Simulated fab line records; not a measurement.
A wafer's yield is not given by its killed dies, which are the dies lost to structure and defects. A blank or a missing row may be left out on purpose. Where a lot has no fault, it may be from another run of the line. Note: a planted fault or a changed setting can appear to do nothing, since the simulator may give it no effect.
Struck lot and sound lot, side by side | flow ritCmos | 43 steps out of a route of 202
Sound: wafers L948.1, L948.3, L948.4. The struck wafers were L937.1, L937.4, L937.6. The cause is named last.
Each step with rows lists, per side, the tool, then ch with its chambers, then its first start. Under that, the readings that differ: sound wafers | struck wafers | difference of the means | sigmas: that difference in standard deviations of wafers without a fault.
alike: words and numbers the same on both sides, and readings whose means are apart by under 2 such deviations; not compared: readings that were withheld, readings missing a value for some wafer, numbers with overlapping values and no deviation given by the record, and bounds like >300 which may hide the same value.
Wherever a step has rows on one side only, a row that says differs or no value, or a row with sigmas, the two part there. Non-overlapping numbers with no deviation appear without sigmas and do not part them. A reading that every wafer of one side lacks parts them only if that side has two wafers or more.

first, 1 step without rows for these wafers: RIT_ACTIVE_OXIDATION_01 (target thk 46.8 nm, ox time 3360 s).
RIT_ACTIVE_THK_MEAS_02:
  struck on filmMetro-03, day 3 14:03; sound on filmMetro-01, day 6 00:22
  alike: ACTIVE_OXIDE_THK
then, 1 step without rows for these wafers: RIT_ACTIVE_CVD_03 (deposits Si3N4 from SiH2Cl2/NH3, target thk 150 nm, time 1527 s).
RIT_ACTIVE_THK_MEAS_04:
  struck on filmMetro-02, day 3 17:25; sound on filmMetro-03, day 6 01:50
reading                 | sound             | struck            | difference | sigmas
ACTIVE_NITRIDE_THK (nm) | 154.1 153.6 153.2 | 151.1 152.0 150.9 | -2.3       | -2
then, 6 steps without rows for these wafers: RIT_ACTIVE_HMDS_05 (prime time 60 s); RIT_ACTIVE_COAT_06 (resist thk 1000 nm); RIT_ACTIVE_SOFTBAKE_07 (time 60 s); RIT_ACTIVE_EXPOSE_08 (exposes mask M1, target cd 1400 nm); RIT_ACTIVE_PEB_09; RIT_ACTIVE_DEVELOP_10 (develop time 50 s).
RIT_ACTIVE_CD_MEAS_11: the cd target is 1400 nm.
  struck on cdSem-01, day 3 18:27; sound on cdSem-01, day 6 02:53
  alike: cdNm
then, 1 step without rows for these wafers: RIT_ACTIVE_HARDBAKE_12 (time 60 s).
RIT_ACTIVE_ETCH_13: etches Si3N4 in SF6, stops on SiO2, time 210 s, target depth 210 nm.
  sound on rieDiel-03 ch 0,1,3, day 6 03:09; struck on rieDiel-04 ch 0,1,3, day 3 18:43
  alike: drypumpMotorCurrentA, oesProductAu, throttleValvePct
  not compared: rfHoursCounterH
RIT_ACTIVE_STRIP_14: strips in O2, time 180 s.
  sound on plasmaAsher-01 ch 0,1, day 6 03:17; struck on plasmaAsher-01 ch 0, day 3 18:52
  alike: drypumpMotorCurrentA
  not compared: rfHoursCounterH
RIT_ACTIVE_CD_MEAS_90: the cd target is 1400 nm.
  struck on cdSem-02, day 3 19:02; sound on cdSem-02, day 6 03:28
  alike: cdNm
then, 4 steps without rows for these wafers: RIT_ACTIVE_CLEAN_15 (cleans in SC1, time 600 s); RIT_ACTIVE_CLEAN_16 (cleans in dHF, time 30 s); RIT_ACTIVE_CLEAN_17 (cleans in SC2, time 600 s); RIT_FOX1_OXIDATION_00 (target thk 350.7 nm, ox time 1130 s).
RIT_FOX1_THK_MEAS_01:
  struck on filmMetro-04, day 3 22:55; sound on filmMetro-04, day 6 05:16
  alike: FOX1_OXIDE_THK
then, 2 steps without rows for these wafers: RIT_FOX1_WET_ETCH_02 (etches SiO2 in BOE, target depth 350 nm, time 390 s); RIT_FOX2_OXIDATION_00 (target thk 350.7 nm, ox time 1158 s).
RIT_FOX2_THK_MEAS_01:
  struck on filmMetro-03, day 4 03:14; sound on filmMetro-03, day 6 06:46
reading             | sound       | struck      | difference | sigmas
FOX2_OXIDE_THK (nm) | 338 338 339 | 359 352 360 | +19        | +2
then, 2 steps without rows for these wafers: RIT_FOX2_CLEAN_02 (cleans in dHF, time 180 s); RIT_FOX2_WET_ETCH_03 (etches Si3N4 in H3PO4, target depth 195 nm, time 2700 s).
RIT_FOX2_THK_MEAS_90:
  struck on filmMetro-04, day 4 04:07; sound on filmMetro-01, day 6 07:43
reading                     | sound       | struck      | difference | sigmas
FIELD_OXIDE_LEFT_1_THK (nm) | 311 310 311 | 331 325 332 | +19        | +2
then, 6 steps without rows for these wafers: RIT_NWELL_HMDS_00 (prime time 60 s); RIT_NWELL_COAT_01 (resist thk 1300 nm); RIT_NWELL_SOFTBAKE_02 (time 60 s); RIT_NWELL_EXPOSE_03 (exposes mask M2, target cd 43900 nm); RIT_NWELL_PEB_04; RIT_NWELL_DEVELOP_05 (develop time 68 s).
RIT_NWELL_OVL_MEAS_06:
  struck on overlay-01, day 4 05:18; sound on overlay-02, day 6 08:39
reading        | sound          | struck      | difference | sigmas
NWELL_OVL (nm) | -0.7 -4.3 -1.7 | 2.1 0.7 3.0 | +4.2       | +3
then, 2 steps without rows for these wafers: RIT_NWELL_HARDBAKE_07 (time 120 s); RIT_NWELL_IMPLANT_08.
RIT_NWELL_STRIP_09: strips in O2, time 180 s.
  sound on plasmaAsher-04 ch 0,1, day 6 09:05; struck on plasmaAsher-02 ch 0,1, day 4 05:44
  alike: drypumpMotorCurrentA
  not compared: rfHoursCounterH
RIT_NWELL_TW_MEAS_10:
  struck on filmMetro-03, day 4 05:55; sound on filmMetro-02, day 6 09:16
reading  | sound          | struck         | difference | sigmas
NWELL_TW | 2175 2175 2187 | 2122 2137 2123 | -52        | -3
then, 5 steps without rows for these wafers: RIT_PWELL_HMDS_00 (prime time 60 s); RIT_PWELL_COAT_01 (resist thk 1300 nm); RIT_PWELL_SOFTBAKE_02 (time 60 s); RIT_PWELL_EXPOSE_03 (exposes mask M3, target cd 43700 nm); RIT_PWELL_PEB_04.
RIT_M1_PROBE_99:
  struck on prober-02, day 5 19:20; sound on prober-01, day 8 10:46
reading          | sound | struck                                                                  | difference                   | sigmas
hold             | - - - | awaitDispo/1.6h/release awaitDispo/1.6h/release awaitDispo/1.6h/release | no value on the sound wafers | 
killedAtFrontEnd | 8 7 9 | 22 36 44                                                                | +26                          | +9
killedDies       | 8 7 9 | 22 36 44                                                                | +26                          | +9
killedOnRim      | 3 1 4 | 9 11 3                                                                  | +5                           | +4
  alike: killedAtContacts, killedOpen, killedShort

## WHERE THEY PART
At RIT_ACTIVE_THK_MEAS_04 first; at RIT_M1_PROBE_99 last (within this record only).

WHY: what the simulator had put in
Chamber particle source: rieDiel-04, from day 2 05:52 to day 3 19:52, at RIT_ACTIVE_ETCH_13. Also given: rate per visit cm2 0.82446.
